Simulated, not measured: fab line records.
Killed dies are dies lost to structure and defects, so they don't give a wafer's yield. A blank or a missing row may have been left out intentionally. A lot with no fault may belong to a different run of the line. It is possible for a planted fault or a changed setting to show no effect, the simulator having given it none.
fab line records + flow berkeley-cmos170
record:
- lots: 15
- wafers: 45
- last-day: 12
route steps=331 shown ZERO@12 NWELL@23 PLDD@152
lots with no fault: from the same line, run without faults
start-h: the number of hours between the record's first day and the start of the first shown wafer of the lot + wait-h: time in hours since the lot's previous step + " as in the row above + L1.1+2: a single row standing in for several wafers + - no value, or no start given + * or withheld: withheld + < > ~ a bound
route shown NAME@n: a module of which the file shows steps, and the number in the route of the first + usual: mean/standard deviation taken from wafers without a fault + same: alike in all rows + chamber/n: place in a boat + sites: readings site by site + _std_site: how widely they spread, as a standard deviation + _edge_site: mean of outer sites minus mean of inner sites + radius-mm: for every site, how far away it sits from the centre of the wafer + mask NAME#n: copy n + behind: tool/chamber where the wafer was last shaped + hold: why the lot was held/for how many hours/how that ended + device: the transistor (n, p or np) that didn't switch + end of line: the route-end tests of the same wafers + a step without rows: its recipe alone + killed: count of dies lost to structure and defects at first sort (not the wafer's yield) + map: dies across one wafer; x = killed, . = not, _ = none there
set.NAME: the setting the step ran with; set.NAME@STEP: the setting that earlier step ran with + model.NAME: the simulator's own value behind a step, which no gauge read
a sample of lots followed through the steps of the route, with each step as a table and each wafer as a row
services: from which hour (start-h, from the record's first day; less than 0 if before it) a tool's chamber was out of use, for how many hours, and why
== steps ==
step: UCB170_ZERO_ETCH_06
recipe:
- chemistry: CHF3/CF4/Ar
- target: SiO2
- time-s: 12
- pressure-mtorr: 100
- rf-w: 500
- CHF3_flow_sccm: 50
- cf4-flow-sccm: 10
- Ar_flow_sccm: 120
- over-etch-frac: 1.58
usual:
- drypump-motor-current-A: 5.50/0.21
- oes-product-au: 0.614/0.012
- throttle-valve-pct: 9.27/0.086
| lot.wafer | tool        | chamber | start-h | wait-h | drypump-motor-current-A | oes-product-au | rf-hours-counter-h | throttle-valve-pct |
|-----------|-------------|---------|---------|--------|-------------------------|----------------|--------------------|--------------------|
| L109.1    | rie-diel-01 | 2       | 21.34   | -      | 5.63                    | 0.613          | 63                 | 9.22               |
| L109.2    | "           | 1       | "       | "      | 5.28                    | 0.595          | 53                 | 9.27               |
| L109.5    | "           | 1       | "       | "      | 5.26                    | 0.601          | -                  | 9.29               |
| L110.2    | rie-diel-01 | 2       | 29.50   | -      | 5.64                    | 0.613          | 63                 | 9.24               |
| L110.4    | "           | 1       | "       | "      | 5.26                    | 0.602          | -                  | 9.27               |
| L110.5    | "           | 3       | "       | "      | 5.84                    | 0.627          | -                  | 9.44               |
| L112.3    | rie-diel-04 | 0       | 33.00   | -      | 5.53                    | 0.633          | 117                | 9.40               |
| L112.4    | "           | 2       | "       | "      | 5.14                    | 0.622          | 11                 | 9.19               |
| L112.5    | "           | 0       | "       | "      | 5.52                    | 0.629          | -                  | 9.40               |
| L114.1    | rie-diel-02 | 2       | 49.10   | -      | 5.20                    | 0.600          | 63                 | 9.36               |
| L114.2    | "           | 3       | "       | "      | 5.57                    | 0.612          | 6                  | 9.17               |
| L114.6    | "           | 1       | "       | "      | 5.48                    | 0.606          | -                  | 9.24               |
| L116.1    | rie-diel-01 | 3       | 56.33   | -      | 5.87                    | 0.620          | 162                | 9.42               |
| L116.2    | "           | 1       | "       | "      | 5.27                    | 0.595          | 56                 | 9.29               |
| L116.6    | "           | 3       | "       | "      | 5.86                    | 0.627          | -                  | 9.43               |
| L119.4    | rie-diel-04 | 1       | 69.30   | -      | 5.70                    | 0.612          | 10                 | 9.37               |
| L119.5    | "           | 1       | "       | "      | 5.70                    | 0.613          | -                  | 9.37               |
| L119.6    | "           | 2       | "       | "      | 5.13                    | 0.629          | -                  | 9.22               |
| L118.2    | rie-diel-01 | 3       | 69.45   | -      | 5.87                    | 0.632          | 163                | 9.43               |
| L118.3    | "           | 0       | "       | "      | 5.71                    | 0.630          | 63                 | 9.16               |
| L118.5    | "           | 3       | "       | "      | 5.85                    | 0.626          | -                  | 9.43               |
| L121.1    | rie-diel-04 | 0       | 81.48   | -      | 5.53                    | 0.632          | 120                | 9.40               |
| L121.3    | "           | 2       | "       | "      | 5.11                    | 0.619          | 13                 | 9.20               |
| L121.5    | "           | 3       | "       | "      | 5.32                    | 0.616          | -                  | 9.23               |
| L124.2    | rie-diel-01 | 2       | 98.68   | -      | 5.62                    | 0.604          | 68                 | 9.24               |
| L124.4    | "           | 2       | "       | "      | 5.63                    | 0.612          | -                  | 9.22               |
| L124.6    | "           | 1       | "       | "      | 5.25                    | 0.606          | -                  | 9.28               |
| L125.1    | rie-diel-02 | 3       | 102.74  | -      | 5.55                    | 0.613          | 9                  | 9.16               |
| L125.4    | "           | 2       | "       | "      | 5.20                    | 0.602          | 65                 | 9.36               |
| L125.5    | "           | 1       | "       | "      | 5.44                    | 0.606          | -                  | 9.20               |
| L126.4    | rie-diel-02 | 3       | 106.27  | -      | 5.59                    | 0.607          | 9                  | 9.16               |
| L126.5    | "           | 3       | "       | "      | 5.53                    | 0.602          | -                  | 9.14               |
| L126.6    | "           | 2       | "       | "      | 5.18                    | 0.594          | -                  | 9.37               |
| L127.1    | rie-diel-02 | 3       | 112.51  | -      | 5.57                    | 0.612          | 10                 | 9.17               |
| L127.3    | "           | 0       | "       | "      | 5.63                    | 0.613          | 120                | 9.24               |
| L127.5    | "           | 3       | "       | "      | 5.56                    | 0.603          | -                  | 9.17               |
| L128.1    | rie-diel-01 | 0       | 120.37  | -      | 5.75                    | 0.644          | 66                 | 9.17               |
| L128.2    | "           | 1       | "       | "      | 5.24                    | 0.598          | 60                 | 9.27               |
| L128.5    | "           | 1       | "       | "      | 5.23                    | 0.602          | -                  | 9.27               |
| L129.1    | rie-diel-01 | 2       | 120.64  | -      | 5.63                    | 0.611          | 69                 | 9.24               |
| L129.3    | "           | 1       | "       | "      | 5.26                    | 0.599          | 60                 | 9.28               |
| L129.6    | "           | 0       | "       | "      | 5.72                    | 0.646          | -                  | 9.15               |
| L132.1    | rie-diel-02 | 3       | 139.18  | -      | 5.59                    | 0.606          | 11                 | 9.14               |
| L132.2    | "           | 0       | "       | "      | 5.64                    | 0.604          | 121                | 9.23               |
| L132.3    | "           | 2       | "       | "      | 5.21                    | 0.605          | 67                 | 9.36               |
step: UCB170_NWELL_EXPOSE_09
recipe:
- mask-id: NWELL
- target-cd-nm: 3000
- na: 0.5
- sigma-outer: 0.6
- source-shape: conventional
- dose-mj: 25
usual:
- exposure-dose-mJ-cm2: 24.997/0.023
- focus-offset-nm: 0.1/0.49
- na: 0.5/0
- reticle-temp-C: 23.00/0.12
- stage-vel-mm-s: 499.99/0.22
| lot.wafer | tool           | chamber | start-h | wait-h | mask    | exposure-dose-mJ-cm2 | focus-offset-nm | na  | reticle-temp-C | stage-vel-mm-s |
|-----------|----------------|---------|---------|--------|---------|----------------------|-----------------|-----|----------------|----------------|
| L109.1    | krf-scanner-02 | 0       | 35.76   | 0.2    | NWELL#0 | 25.006               | 0.5             | 0.5 | 23.12          | 500.47         |
| L109.2    | "              | 0       | "       | "      | NWELL#0 | 24.999               | -0.2            | 0.5 | 22.92          | 500.22         |
| L109.5    | "              | 0       | "       | "      | NWELL#0 | 24.984               | 0.4             | 0.5 | 23.07          | 500.01         |
| L110.2    | krf-scanner-02 | 0       | 43.41   | 0.1    | NWELL#0 | 25.040               | 0.1             | 0.5 | 22.95          | 499.68         |
| L110.4    | "              | 0       | "       | "      | NWELL#0 | 24.986               | -0.1            | 0.5 | 23.06          | 500.04         |
| L110.5    | "              | 0       | "       | "      | NWELL#0 | 25.032               | -0.3            | 0.5 | 22.95          | 499.74         |
| L112.3    | krf-scanner-01 | 0       | 48.07   | 0.3    | NWELL#0 | 24.980               | -0.1            | 0.5 | 23.06          | 500.32         |
| L112.4    | "              | 0       | "       | "      | NWELL#0 | 25.002               | 0.5             | 0.5 | 23.09          | 500.22         |
| L112.5    | "              | 0       | "       | "      | NWELL#0 | 25.037               | 0.4             | 0.5 | 23.09          | 499.73         |
| L114.1    | krf-scanner-01 | 0       | 60.57   | 0.1    | NWELL#0 | 24.967               | -0.6            | 0.5 | 22.94          | 500.31         |
| L114.2    | "              | 0       | "       | "      | NWELL#0 | 25.007               | 0.5             | 0.5 | 23.05          | 500.20         |
| L114.6    | "              | 0       | "       | "      | NWELL#0 | 25.004               | 0.1             | 0.5 | 22.97          | 499.96         |
| L116.1    | krf-scanner-02 | 0       | 70.48   | 0.1    | NWELL#0 | 25.009               | 0.1             | 0.5 | 23.01          | 499.86         |
| L116.2    | "              | 0       | "       | "      | NWELL#0 | 25.027               | -0.7            | 0.5 | 22.79          | 500.00         |
| L116.6    | "              | 0       | "       | "      | NWELL#0 | 25.006               | 0.0             | 0.5 | 22.89          | 499.81         |
| L119.4    | krf-scanner-02 | 0       | 81.27   | 0.1    | NWELL#0 | 25.004               | 0.1             | 0.5 | 22.66          | 499.80         |
| L119.5    | "              | 0       | "       | "      | NWELL#0 | 25.021               | 0.9             | 0.5 | 22.88          | 499.56         |
| L119.6    | "              | 0       | "       | "      | NWELL#0 | 24.994               | 0.7             | 0.5 | 22.98          | 499.93         |
| L118.2    | krf-scanner-01 | 0       | 81.47   | 0.4    | NWELL#0 | 25.049               | -0.6            | 0.5 | 23.16          | 499.90         |
| L118.3    | "              | 0       | "       | "      | NWELL#0 | 24.987               | -0.3            | 0.5 | 22.96          | 500.03         |
| L118.5    | "              | 0       | "       | "      | NWELL#0 | 25.008               | 0.0             | 0.5 | 22.83          | 500.05         |
| L121.1    | krf-scanner-02 | 0       | 97.30   | 0.1    | NWELL#0 | 24.987               | 0.0             | 0.5 | 23.00          | 500.02         |
| L121.3    | "              | 0       | "       | "      | NWELL#0 | 24.974               | 0.2             | 0.5 | 23.03          | 499.86         |
| L121.5    | "              | 0       | "       | "      | NWELL#0 | 24.982               | 0.1             | 0.5 | 22.99          | 500.08         |
| L124.2    | krf-scanner-02 | 0       | 112.26  | 0.3    | NWELL#0 | 24.973               | 1.2             | 0.5 | 22.99          | 499.73         |
| L124.4    | "              | 0       | "       | "      | NWELL#0 | 24.981               | 1.2             | 0.5 | 23.07          | 499.95         |
| L124.6    | "              | 0       | "       | "      | NWELL#0 | 24.983               | 0.5             | 0.5 | 23.12          | 500.08         |
| L125.1    | krf-scanner-01 | 0       | 112.48  | 0.6    | NWELL#0 | 24.979               | 0.2             | 0.5 | 22.85          | 500.01         |
| L125.4    | "              | 0       | "       | "      | NWELL#0 | 24.994               | 0.0             | 0.5 | 23.07          | 500.44         |
| L125.5    | "              | 0       | "       | "      | NWELL#0 | 25.022               | 0.6             | 0.5 | 23.11          | 500.07         |
| L126.4    | krf-scanner-02 | 0       | 124.81  | -      | NWELL#0 | 24.983               | 0.1             | 0.5 | 22.92          | 499.75         |
| L126.5    | "              | 0       | "       | "      | NWELL#0 | 25.026               | -0.7            | 0.5 | 22.99          | 499.81         |
| L126.6    | "              | 0       | "       | "      | NWELL#0 | 24.989               | -0.6            | 0.5 | 23.10          | 500.24         |
| L127.1    | krf-scanner-01 | -       | 125.22  | 0.2    | NWELL#0 | -                    | -               | -   | -              | -              |
| L127.3    | "              | -       | "       | "      | NWELL#0 | -                    | -               | -   | -              | -              |
| L127.5    | "              | -       | "       | "      | NWELL#0 | -                    | -               | -   | -              | -              |
| L128.1    | krf-scanner-02 | -       | 138.79  | 0.1    | NWELL#0 | -                    | -               | -   | -              | -              |
| L128.2    | "              | -       | "       | "      | NWELL#0 | -                    | -               | -   | -              | -              |
| L128.5    | "              | -       | "       | "      | NWELL#0 | -                    | -               | -   | -              | -              |
| L129.1    | krf-scanner-01 | -       | 139.03  | 0.3    | NWELL#0 | -                    | -               | -   | -              | -              |
| L129.3    | "              | -       | "       | "      | NWELL#0 | -                    | -               | -   | -              | -              |
| L129.6    | "              | -       | "       | "      | NWELL#0 | -                    | -               | -   | -              | -              |
| L132.1    | krf-scanner-02 | 0       | 153.93  | 0.2    | NWELL#0 | 25.024               | 1.1             | 0.5 | 22.96          | 499.82         |
| L132.2    | "              | 0       | "       | "      | NWELL#0 | 25.008               | 0.8             | 0.5 | 22.98          | 500.09         |
| L132.3    | "              | 0       | "       | "      | NWELL#0 | 25.004               | 0.9             | 0.5 | 22.98          | 500.02         |
step: UCB170_PLDD_OVL_MEAS_07
usual:
- PLDD_OVL: -1/5.9
| lot.wafer | tool       | chamber | start-h | wait-h | PLDD_OVL[nm] |
|-----------|------------|---------|---------|--------|--------------|
| L109.1    | overlay-02 | -       | 144.82  | 0.1    | 2            |
| L109.2    | "          | -       | "       | "      | -1           |
| L109.5    | "          | -       | "       | "      | -4           |
| L110.2    | overlay-01 | -       | 158.45  | 0.1    | -9           |
| L110.4    | "          | -       | "       | "      | -7           |
| L110.5    | "          | -       | "       | "      | -5           |
| L112.3    | overlay-01 | -       | 159.01  | 0.1    | -3           |
| L112.4    | "          | -       | "       | "      | -1           |
| L112.5    | "          | -       | "       | "      | -11          |
| L114.1    | overlay-02 | -       | 173.64  | 0.1    | 1            |
| L114.2    | "          | -       | "       | "      | -6           |
| L114.6    | "          | -       | "       | "      | 1            |
| L116.1    | overlay-01 | -       | 181.98  | 0.1    | 0            |
| L116.2    | "          | -       | "       | "      | -2           |
| L116.6    | "          | -       | "       | "      | -5           |
| L118.2    | overlay-02 | -       | 200.01  | 0.1    | -18          |
| L118.3    | "          | -       | "       | "      | -8           |
| L118.5    | "          | -       | "       | "      | -15          |
| L119.4    | overlay-02 | -       | 200.27  | 0.1    | -2           |
| L119.5    | "          | -       | "       | "      | -2           |
| L119.6    | "          | -       | "       | "      | -4           |
| L121.1    | overlay-02 | -       | 214.76  | 0.1    | 2            |
| L121.3    | "          | -       | "       | "      | 1            |
| L121.5    | "          | -       | "       | "      | 0            |
| L124.2    | overlay-02 | -       | 223.31  | 0.1    | 1            |
| L124.4    | "          | -       | "       | "      | 4            |
| L124.6    | "          | -       | "       | "      | 5            |
| L125.1    | overlay-02 | -       | 224.01  | 0.1    | -11          |
| L125.4    | "          | -       | "       | "      | -3           |
| L125.5    | "          | -       | "       | "      | 1            |
| L126.4    | overlay-01 | -       | 230.60  | 0.1    | -6           |
| L126.5    | "          | -       | "       | "      | 2            |
| L126.6    | "          | -       | "       | "      | 1            |
| L132.1    | overlay-02 | -       | 258.33  | 0.1    | -3           |
| L132.2    | "          | -       | "       | "      | -3           |
| L132.3    | "          | -       | "       | "      | -6           |
step: UCB170_PLDD_STRIP_10
recipe:
- chemistry: O2
- power-w: 400
- pressure-mtorr: 3500
- platen-temp-c: withheld
- o2-flow-sccm: 400
- overash-fraction: 0.5
usual:
- drypump-motor-current-A: 5.7/0.33
- oes-product-au: 0.734/0.0043
- strip-time-to-endpoint-s: 21.62/0.071
| lot.wafer | tool            | chamber | start-h | wait-h | drypump-motor-current-A | oes-product-au | rf-hours-counter-h | strip-time-to-endpoint-s |
|-----------|-----------------|---------|---------|--------|-------------------------|----------------|--------------------|--------------------------|
| L109.1    | plasma-asher-01 | 0       | 145.16  | 0.1    | 5.9                     | 0.739          | 45                 | 21.60                    |
| L109.2    | "               | 1       | "       | "      | 5.5                     | 0.731          | 45                 | 21.59                    |
| L109.5    | "               | 1       | "       | "      | 5.5                     | 0.729          | -                  | 21.62                    |
| L110.2    | plasma-asher-04 | 0       | 158.78  | 0.1    | 6.2                     | 0.737          | 38                 | 21.58                    |
| L110.4    | "               | 1       | "       | "      | 5.4                     | 0.731          | -                  | 21.58                    |
| L110.5    | "               | 0       | "       | "      | 6.2                     | 0.743          | -                  | 21.53                    |
| L112.3    | plasma-asher-01 | 1       | 159.37  | 0.1    | 5.5                     | 0.723          | -                  | 21.52                    |
| L112.4    | "               | 0       | "       | "      | 5.9                     | 0.739          | -                  | 21.46                    |
| L112.5    | "               | 0       | "       | "      | 5.9                     | 0.733          | -                  | 21.45                    |
| L114.1    | plasma-asher-04 | 1       | 173.97  | 0.1    | 5.4                     | 0.737          | 40                 | 21.62                    |
| L114.2    | "               | 0       | "       | "      | 6.2                     | 0.732          | 40                 | 21.53                    |
| L114.6    | "               | 0       | "       | "      | 6.2                     | 0.738          | -                  | 21.49                    |
| L116.1    | plasma-asher-02 | 1       | 182.32  | 0.1    | 5.7                     | 0.734          | 7                  | 21.56                    |
| L116.2    | "               | 0       | "       | "      | 5.3                     | 0.736          | 7                  | 21.54                    |
| L116.6    | "               | 1       | "       | "      | 5.7                     | 0.730          | -                  | 21.58                    |
| L118.2    | plasma-asher-01 | 0       | 200.34  | 0.1    | 5.9                     | 0.734          | 52                 | 21.54                    |
| L118.3    | "               | 0       | "       | "      | 5.8                     | 0.725          | -                  | 21.62                    |
| L118.5    | "               | 1       | "       | "      | 5.5                     | 0.736          | -                  | 21.57                    |
| L119.4    | plasma-asher-02 | 0       | 200.62  | 0.1    | 5.2                     | 0.742          | -                  | 21.51                    |
| L119.5    | "               | 1       | "       | "      | 5.8                     | 0.743          | -                  | 21.58                    |
| L119.6    | "               | 0       | "       | "      | 5.2                     | 0.730          | -                  | 21.55                    |
| L121.1    | plasma-asher-01 | 1       | 215.10  | 0.1    | 5.5                     | 0.731          | 53                 | 21.66                    |
| L121.3    | "               | 0       | "       | "      | 5.9                     | 0.740          | -                  | 21.68                    |
| L121.5    | "               | 1       | "       | "      | 5.5                     | 0.734          | -                  | 21.74                    |
| L124.2    | plasma-asher-02 | 1       | 223.64  | 0.1    | 5.8                     | 0.742          | 11                 | 21.61                    |
| L124.4    | "               | 1       | "       | "      | 5.7                     | 0.729          | -                  | 21.63                    |
| L124.6    | "               | 0       | "       | "      | 5.2                     | 0.727          | -                  | 21.68                    |
| L125.1    | plasma-asher-04 | 1       | 224.35  | 0.1    | 5.4                     | 0.737          | 44                 | 21.63                    |
| L125.4    | "               | 1       | "       | "      | 5.4                     | 0.733          | -                  | 21.55                    |
| L125.5    | "               | 0       | "       | "      | 6.2                     | 0.736          | -                  | 21.61                    |
| L126.4    | plasma-asher-02 | 0       | 230.95  | 0.1    | 5.2                     | 0.731          | -                  | 21.53                    |
| L126.5    | "               | 1       | "       | "      | 5.8                     | 0.726          | -                  | 21.58                    |
| L126.6    | "               | 0       | "       | "      | 5.2                     | 0.733          | -                  | 21.55                    |
| L132.1    | plasma-asher-04 | 1       | 258.67  | 0.1    | 5.4                     | 0.738          | 49                 | 21.72                    |
| L132.2    | "               | 0       | "       | "      | 6.2                     | 0.733          | 49                 | 21.75                    |
| L132.3    | "               | 0       | "       | "      | 6.2                     | 0.732          | -                  | 21.60                    |
== services ==
| tool            | chamber | start-h | hours | kind   |
|-----------------|---------|---------|-------|--------|
| plasma-asher-02 | -       | 8.92    | 0.9   | repair |
| rie-diel-01     | 0       | 16.85   | 44.2  | repair |
| rie-diel-02     | 0       | 35.69   | 17.3  | repair |
| krf-scanner-02  | -       | 39.63   | 0.8   | pm     |
| krf-scanner-01  | -       | 48.60   | 1.3   | pm     |
| krf-scanner-02  | -       | 56.65   | 1.3   | pm     |
| krf-scanner-02  | -       | 64.09   | 3.6   | pm     |
| plasma-asher-01 | -       | 84.35   | 0.9   | repair |
| krf-scanner-02  | -       | 86.62   | 1.0   | repair |
| krf-scanner-02  | -       | 91.92   | 3.3   | repair |
| rie-diel-01     | 0       | 96.61   | 4.7   | repair |
| krf-scanner-01  | -       | 105.33  | 0.8   | pm     |
| plasma-asher-02 | -       | 108.75  | 9.0   | pm     |
| krf-scanner-01  | -       | 125.53  | 1.0   | pm     |
| krf-scanner-02  | -       | 141.39  | 1.0   | pm     |
| rie-diel-01     | 0       | 159.82  | 39.7  | repair |
| rie-diel-02     | -       | 186.46  | 0.7   | repair |
| plasma-asher-04 | -       | 197.52  | 7.6   | repair |
| krf-scanner-02  | -       | 208.43  | 0.8   | pm     |
| rie-diel-01     | 0       | 213.13  | 3.9   | repair |
| krf-scanner-01  | -       | 224.39  | 1.3   | pm     |
| krf-scanner-01  | -       | 225.69  | 4.0   | pm     |
| krf-scanner-02  | -       | 232.55  | 1.3   | pm     |
| plasma-asher-02 | -       | 244.44  | 28.1  | pm     |
== key ==
first-sign:
- step: UCB170_NWELL_EXPOSE_09
- reading: tool-record
- direction: missing
effect none on later readings
met-at UCB170_NWELL_EXPOSE_09
struck-lots L127,L128,L129
later-rows-left-out L127.1,L127.3,L127.5,L128.1,L128.2,L128.5,L129.1,L129.3,L129.6
sort-left-out L127.1,L127.3,L127.5,L128.1,L128.2,L128.5,L129.1,L129.3,L129.6
tester-left-out L127,L128,L129
not-acting-at UCB170_ZERO_ETCH_06,UCB170_PLDD_OVL_MEAS_07,UCB170_PLDD_STRIP_10
onset-between 124.81 125.22
fault:
- kind: skipped-step-whole
- tool: krf-scanner-01,krf-scanner-02
- chamber: -
- onset-h: 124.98
- steps: UCB170_NWELL_EXPOSE_09
- scope: struck-lots-only
tester-left-out: of these lots the tester's yield and bins aren't shown, on N5 and GAA mostly nor the transistor test; their killed dies are dies lost to structure and defects alone, not to doping, threshold or leakage, so they don't give the yield
sort-left-out: the simulated sort isn't trusted on such a fault, so these wafers' sort isn't shown, and their yield isn't known
later-rows-left-out: the simulator's readings of these wafers behind a module that went badly wrong aren't trusted and aren't shown, but for the sort
